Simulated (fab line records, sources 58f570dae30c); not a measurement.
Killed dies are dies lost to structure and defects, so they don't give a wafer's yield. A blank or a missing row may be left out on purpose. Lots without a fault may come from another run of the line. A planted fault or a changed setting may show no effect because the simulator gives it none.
fab line records | flow berkeley_cmos170
record lots=6 wafers=18 last_day=12
route steps=331 shown NLDD@168 SPACER@171 PSD@175
lots that met no fault: from a run of the same line without faults
start_h: hours from the record's first day to the start of the lot's first wafer shown | wait_h: hours since the lot's step before | " the same as in the row above | L1.1+2: a row that stands for several wafers | - no value, or no start given | * or withheld: withheld | < > ~ a bound
route shown NAME@n: a module of which the file shows steps, and the number in the route of the first | usual: mean/standard deviation of fault-free wafers | same: alike in all rows | chamber/n: place in a boat | sites: the reading at each site | _std_site: their standard deviation | _edge_site: outer sites' mean less inner sites' | radius_mm: how far each site lies from the wafer's centre | mask NAME#n: copy n | behind: the tool/chamber that last shaped the wafer | hold: why the lot was held/for how many hours/how that ended | device: the transistor (n, p or np) that didn't switch | end of line: the same wafers' tests at the end of the route | a step without rows: its recipe alone | killed: dies lost to structure and defects at the first sort, not the wafer's yield | map: a wafer's dies, x killed, . not, _ none there
set.NAME: the setting as run; set.NAME@STEP: as run at that earlier step | model.NAME: the simulator's own value behind a step, which no gauge read
lots at some steps of the route; a table a step, a row a wafer
services: from which hour (start_h, from the record's first day; less than 0 if before it) a tool's chamber was out of use, for how many hours, and why
## steps
# step UCB170_NLDD_STRIP_10
# recipe chemistry=O2 power_w=400 pressure_mtorr=3500 platen_temp_c=withheld o2_flow_sccm=400 overash_fraction=0.5
# usual chamber_pressure_mTorr=3500/3.1 drypump_motor_current_A=6.03/0.21 oes_product_au=0.734/0.0042 strip_time_to_endpoint_s=21.62/0.069
# same overash_fraction=0.5
# columns lot.wafer tool chamber start_h wait_h chamber_pressure_mTorr drypump_motor_current_A oes_product_au rf_hours_counter_h strip_time_to_endpoint_s
L745.1 plasma_asher-04 0 170.73 0.1 3500 6.37 0.732 44 21.70
L745.2 " 1 " " 3505 5.71 0.733 44 21.62
L745.3 " 0 " " 3496 6.34 0.735 - 21.73
L746.3 plasma_asher-01 0 171.32 0.1 3505 5.94 0.738 - 21.73
L746.4 " 1 " " 3501 6.25 0.727 - 21.73
L746.5 " 1 " " 3497 6.23 0.737 - 21.80
L749.1 plasma_asher-03 1 187.50 0.1 3498 5.95 0.731 43 21.67
L749.3 " 1 " " 3503 5.97 0.739 - 21.70
L749.5 " 0 " " 3497 5.98 0.732 - 21.71
L757.1 plasma_asher-01 1 225.78 0.1 3503 6.22 0.731 11 21.59
L757.3 " 1 " " 3506 6.23 0.735 - 21.64
L757.4 " 0 " " 3498 5.90 0.730 - 21.59
L760.1 plasma_asher-04 0 248.05 0.1 3504 6.36 0.732 52 21.61
L760.4 " 0 " " 3495 6.38 0.733 - 21.58
L760.6 " 0 " " 3496 6.38 0.732 - 21.65
L762.1 plasma_asher-01 1 248.33 0.1 3499 6.21 0.736 14 21.57
L762.2 " 0 " " 3502 5.95 0.736 14 21.57
L762.6 " 0 " " 3495 5.94 0.731 - 21.57
# step UCB170_NLDD_TW_MEAS_11
# usual NLDD_TW=2222/16
# columns lot.wafer tool chamber start_h wait_h NLDD_TW
L745.1 film_metro-04 - 170.83 0.1 2215
L745.2 " - " " 2218
L745.3 " - " " 2217
L746.3 film_metro-03 - 171.40 0.1 2207
L746.4 " - " " 2209
L746.5 " - " " 2226
L749.1 film_metro-04 - 187.60 0.1 2220
L749.3 " - " " 2229
L749.5 " - " " 2215
L757.1 film_metro-01 - 225.88 0.1 2237
L757.3 " - " " 2254
L757.4 " - " " 2255
L760.1 film_metro-01 - 248.15 0.1 2233
L760.4 " - " " 2244
L760.6 " - " " 2233
L762.1 film_metro-01 - 248.43 0.1 2234
L762.2 " - " " 2213
L762.6 " - " " 2224
# step UCB170_NLDD_CLEAN_12
# recipe chemistry=SPM temp_c=120 time_s=600
# step UCB170_SPACER_CVD_00
# recipe material=SiO2 target_thk_nm=376 temp_c=390 precursor=TEOS/O2 time_s=47 rf_w=550 pressure_mtorr=9000
# usual heater_power_w=256/45
# columns lot.wafer tool chamber start_h wait_h heater_power_w
L745.1 pecvd-01 1 171.20 0.0 272
L745.2 " 2 " " 255
L745.3 " 0 " " 311
L746.3 pecvd-04 1 171.65 0.0 162
L746.4 " 2 " " 276
L746.5 " 1 " " 178
L749.1 pecvd-04 1 188.00 0.0 231
L749.3 " 0 " " 222
L749.5 " 1 " " 241
L757.1 pecvd-01 0 226.13 0.0 347
L757.3 " 1 " " 268
L757.4 " 2 " " 291
L760.1 pecvd-03 2 248.39 0.0 167
L760.4 " 0 " " 293
L760.6 " 1 " " 230
L762.1 pecvd-01 0 248.66 0.0 290
L762.2 " 1 " " 226
L762.6 " 1 " " 242
# step UCB170_SPACER_THK_MEAS_01
# recipe reads=SiO2_of_SPACER_CVD_00
# usual SPACER_TEOS_THK=377/5.3
# columns lot.wafer tool chamber start_h wait_h SPACER_TEOS_THK[nm]
L745.1 film_metro-03 - 171.25 0.0 371
L745.2 " - " " 377
L745.3 " - " " 370
L746.3 film_metro-03 - 171.72 0.0 376
L746.4 " - " " 379
L746.5 " - " " 385
L749.1 film_metro-03 - 188.04 0.0 367
L749.3 " - " " 371
L749.5 " - " " 375
L757.1 film_metro-03 - 226.17 0.0 370
L757.3 " - " " 365
L757.4 " - " " 381
L760.1 film_metro-02 - 248.43 0.0 372
L760.4 " - " " 380
L760.6 " - " " 374
L762.1 film_metro-01 - 248.70 0.0 378
L762.2 " - " " 378
L762.6 " - " " 382
# step UCB170_SPACER_ANNEAL_02
# recipe temp_c=900 time_s=1800 ambient=N2
# step UCB170_SPACER_ETCHBACK_03
# recipe stop_on=Si target=SiO2 chemistry=CHF3/CF4/Ar CHF3_flow_sccm=50 cf4_flow_sccm=10 Ar_flow_sccm=120 pressure_mtorr=200 rf_w=500 target_depth_a=3760 time_s=100
# usual cf4_flow_sccm=10.000/0.028 chamber_pressure_mTorr=200.00/0.19 drypump_motor_current_A=5.5/0.37 oes_product_au=0.899/0.016 throttle_valve_pct=6.48/0.08
# columns lot.wafer tool chamber start_h wait_h cf4_flow_sccm chamber_pressure_mTorr drypump_motor_current_A oes_product_au rf_hours_counter_h throttle_valve_pct
L745.1 rie_diel-02 2 176.75 0.0 9.958 199.90 5.3 0.875 96 6.44
L745.2 " 0 " " 10.016 200.05 5.4 0.898 16 6.50
L745.3 " 3 " " 10.028 200.22 6.1 0.864 2 6.43
L746.3 rie_diel-03 1 176.75 0.0 10.013 200.02 5.5 0.917 49 6.38
L746.4 " 0 " " 10.043 200.18 5.6 0.898 76 6.65
L746.5 " 3 " " 9.959 199.78 5.0 0.912 - 6.36
L749.1 rie_diel-03 1 195.56 0.0 10.021 199.98 5.5 0.906 50 6.38
L749.3 " 2 " " 10.017 199.64 5.7 0.901 18 6.61
L749.5 " 1 " " 9.979 200.26 5.4 0.922 - 6.40
L757.1 rie_diel-03 0 234.32 0.0 10.030 199.74 5.7 0.880 79 6.63
L757.3 " 3 " " 9.967 200.31 5.0 0.889 109 6.34
L757.4 " 1 " " 9.999 200.43 5.4 0.930 52 6.41
L760.1 rie_diel-03 0 255.03 0.0 10.028 199.77 5.6 0.879 80 6.64
L760.4 " 1 " " 10.026 200.20 5.5 0.926 53 6.39
L760.6 " 2 " " 9.989 199.76 5.7 0.906 - 6.62
L762.1 rie_diel-02 0 255.03 0.0 10.041 199.98 5.3 0.900 18 6.50
L762.2 " 1 " " 9.976 199.87 5.6 0.920 1 6.55
L762.6 " 2 " " 10.040 199.86 5.3 0.889 - 6.44
# step UCB170_PSD_HMDS_00
# recipe prime_time_s=60 prime_temp_c=100
# step UCB170_PSD_COAT_01
# recipe resist=KrF spin_rpm=1500 resist_thk_nm=900
# step UCB170_PSD_SOFTBAKE_02
# recipe resist=KrF temp_c=130 time_s=60
# step UCB170_PSD_EXPOSE_03
# recipe mask_id=PSELECT_MOD na=0.5 sigma_outer=0.6 source_shape=conventional target_cd_nm=1200 dose_mj=30
# step UCB170_PSD_PEB_04
# recipe peb_temp_c=130 peb_time_s=withheld resist=KrF
# step UCB170_PSD_DEVELOP_05
# recipe developer=TMAH develop_time_s=45 resist=KrF dev_temp_c=21
# usual chill_plate_temp_C=23.00/0.1 develop_time_s=45/0
# columns lot.wafer tool chamber start_h wait_h chill_plate_temp_C develop_time_s model.KrF_of_PSD_COAT_01.thk_nm
L745.1 litho_track-01 - 177 - - - 897.4
L745.2 " - " " - - 896.9
L745.3 " - " " - - 894.9
L746.3 litho_track-03 - 178 - - - 900.9
L746.4 " - " " - - 900.1
L746.5 " - " " - - 900.8
L749.1 litho_track-02 0 197 - 22.94 45 883.3
L749.3 " 0 " " 22.79 45 881.9
L749.5 " 0 " " 23.01 45 883.7
L757.1 litho_track-02 0 235 - 22.90 45 886
L757.3 " 0 " " 22.81 45 884.1
L757.4 " 0 " " 22.97 45 881.5
L762.1 litho_track-03 0 256 - 23.08 45 886.8
L762.2 " 0 " " 23.07 45 885.7
L762.6 " 0 " " 23.28 45 886.7
L760.1 litho_track-02 0 256 - 22.92 45 886.6
L760.4 " 0 " " 23.06 45 884.9
L760.6 " 0 " " 22.99 45 884.3
# step UCB170_PSD_CD_MEAS_06
# recipe target_cd_nm=1200
# usual cd_nm=1199.7/1.5
# columns lot.wafer tool chamber start_h wait_h cd_nm
L745.1 cd_sem-02 - 177.76 - -
L745.2 " - " " -
L745.3 " - " " -
L746.3 cd_sem-02 - 178.14 - -
L746.4 " - " " -
L746.5 " - " " -
L749.1 cd_sem-01 - 197.35 - 1200.7
L749.3 " - " " 1199.3
L749.5 " - " " 1199.7
L757.1 cd_sem-02 - 235.47 - 1202.4
L757.3 " - " " 1202.9
L757.4 " - " " 1202.2
L762.1 cd_sem-02 - 256.19 - 1199.4
L762.2 " - " " 1200.1
L762.6 " - " " 1200.0
L760.1 cd_sem-02 - 256.43 - 1201.6
L760.4 " - " " 1200.9
L760.6 " - " " 1202.5
## services
# columns tool chamber start_h hours kind
pecvd-03 0 149.50 - clean
pecvd-03 1 149.50 - clean
pecvd-03 2 149.50 - clean
rie_diel-03 - 164.75 0.6 repair
pecvd-04 0 175.18 4.1 repair
rie_diel-02 - 200.39 2.8 pm
plasma_asher-01 - 213.28 0.9 repair
rie_diel-02 1 215.61 - clean
rie_diel-02 1 215.61 14.3 scheduled_down
rie_diel-02 1 215.61 14.3 vent_cycle
plasma_asher-03 - 232.69 2.1 repair
rie_diel-03 - 235.83 0.6 repair
plasma_asher-03 - 243.55 7.9 repair
## key
first_sign step=UCB170_PSD_DEVELOP_05 reading=tool_record direction=missing
effect none on later readings
model_effect step=UCB170_PSD_DEVELOP_05 value=KrF_of_PSD_COAT_01.thk_nm without=884.3 struck=898.5
met_at UCB170_PSD_DEVELOP_05
struck_wafers L745.1,L745.2,L745.3,L746.3,L746.4,L746.5
sort_left_out L745.1,L745.2,L745.3,L746.3,L746.4,L746.5
tester_left_out L745,L746
fault kind=skipped_step_whole tool=litho_track-01,litho_track-03 chamber=- onset_h=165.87 steps=UCB170_PSD_DEVELOP_05 scope=struck_lots_only
# tester_left_out: of these lots the tester's yield and bins aren't shown, on N5 and GAA mostly nor the transistor test; their killed dies are dies lost to structure and defects alone, not to doping, threshold or leakage, so they don't give the yield
# sort_left_out: the simulated sort isn't trusted on such a fault, so these wafers' sort isn't shown, and their yield isn't known
